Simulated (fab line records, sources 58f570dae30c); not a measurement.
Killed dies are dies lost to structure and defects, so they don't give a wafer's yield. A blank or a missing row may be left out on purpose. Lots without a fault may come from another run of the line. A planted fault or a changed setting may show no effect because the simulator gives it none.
Which tool did it? | flow berkeley_cmos170 | 14 lots, 42 wafers sampled, at 3 steps of a route of 331

WHAT THE GAUGES READ, wafer by wafer
UCB170_V1_CD_MEAS_12: target cd 700 nm.
lot  | measured     | on        | cd_nm (nm)
L483 | day 7 21:49  | cd_sem-02 | 700.2 698.6 699.6
L485 | day 8 17:40  | cd_sem-01 | 699.9 699.9 700.1
L484 | day 8 17:56  | cd_sem-01 | 700.2 699.6 699.9
L486 | day 9 00:14  | cd_sem-01 | 701.3 700.0 700.8
L487 | day 9 03:01  | cd_sem-01 | 700.0 700.9 700.9
L489 | day 9 23:58  | cd_sem-01 | 701.3 703.1 701.0
L491 | day 10 00:33 | cd_sem-02 | 699.9 698.9 698.9
L488 | day 10 00:15 | cd_sem-01 | 698.6 698.6 700.0
L495 | day 11 04:43 | cd_sem-02 | 699.8 701.3 700.5
L497 | day 11 12:31 | cd_sem-02 | 700.1 700.1 700.1
L499 | day 11 12:04 | cd_sem-01 | 698.6 699.3 699.9
L504 | day 12 12:39 | cd_sem-02 | 700.2 700.8 699.6
L503 | day 12 13:58 | cd_sem-02 | 700.4 701.0 700.7
L505 | day 12 17:58 | cd_sem-01 | 700.0 698.6 698.7

UCB170_V1_OVL_MEAS_13.
lot  | measured     | on         | V1_OVL (nm)
L483 | day 7 21:56  | overlay-02 | 11 1 1
L485 | day 8 17:46  | overlay-02 | 2 0 4
L484 | day 8 18:02  | overlay-01 | 7 1 5
L486 | day 9 00:19  | overlay-02 | 9 3 6
L487 | day 9 03:08  | overlay-01 | -4 0 -3
L489 | day 10 00:05 | overlay-01 | 5 6 4
L491 | day 10 00:40 | overlay-01 | 5 7 3
L488 | day 10 00:22 | overlay-01 | 2 11 -3
L495 | day 11 04:49 | overlay-01 | 1 -5 5
L497 | day 11 12:38 | overlay-01 | 2 2 -3
L499 | day 11 12:11 | overlay-02 | 9 4 6
L504 | day 12 12:46 | overlay-02 | 2 5 11
L503 | day 12 14:05 | overlay-01 | 5 3 2
L505 | day 12 18:02 | overlay-02 | 0 -5 9

WHICH TOOL RAN EACH LOT (tool, then ch and the chambers of the sampled wafers, then the start)
lot  | UCB170_CONTACT_CLEAN_00
L483 | wet_bench-02 ch 0, day 7 09:34
L485 | wet_bench-01 ch 0, day 8 06:41
L484 | wet_bench-01 ch 0, day 8 06:53
L486 | wet_bench-02 ch 2, day 8 12:23
L487 | wet_bench-02 ch 0, day 8 12:52
L489 | wet_bench-02 ch 0, day 9 09:11
L491 | wet_bench-02 ch 0, day 9 09:25
L488 | wet_bench-01 ch 1, day 9 09:41
L495 | wet_bench-02 ch 1, day 10 17:34
L497 | wet_bench-02 ch 1, day 10 21:52
L499 | wet_bench-03 ch 2, day 10 22:13
L504 | wet_bench-01 ch 1, day 12 01:53
L503 | wet_bench-01 ch 0, day 12 02:08
L505 | wet_bench-01 ch 2, day 12 02:26
- UCB170_CONTACT_CLEAN_00: cleans in SPM, time 600 s.

WHAT THE TOOLS THEMSELVES READ (means of the sampled wafers that have a number; where no wafer has one, the mark that the record gives instead)
The record holds no such reading with a usual standard deviation.

THE ANSWER, worked out from the rows above alone
Rule: what is usual is taken from the lots themselves. Put in order of their means at a reading, lots are off if they are a third of the lots or fewer, leave a main group of 4 or more, and stand apart from it by a gap of 3 or more times the standard deviation of the main group's means; of several such gaps the widest counts. A main group whose means are all the same, to the digits that the tables above print for the reading, isn't used. A lot without any number at a reading at which 4 lots or more have one is off too. The other lots that the step has rows for count as sound. The gauges are gone through in route order, then the tools' own readings, and for those a lot's mean is taken as printed above. The first step at which some lot is off is used, and at that step the reading that is off furthest; a lot without a number counts as furthest.
No lot is off at any reading shown: from this, nothing can be told.

WHAT THE SIMULATOR HAD PUT IN
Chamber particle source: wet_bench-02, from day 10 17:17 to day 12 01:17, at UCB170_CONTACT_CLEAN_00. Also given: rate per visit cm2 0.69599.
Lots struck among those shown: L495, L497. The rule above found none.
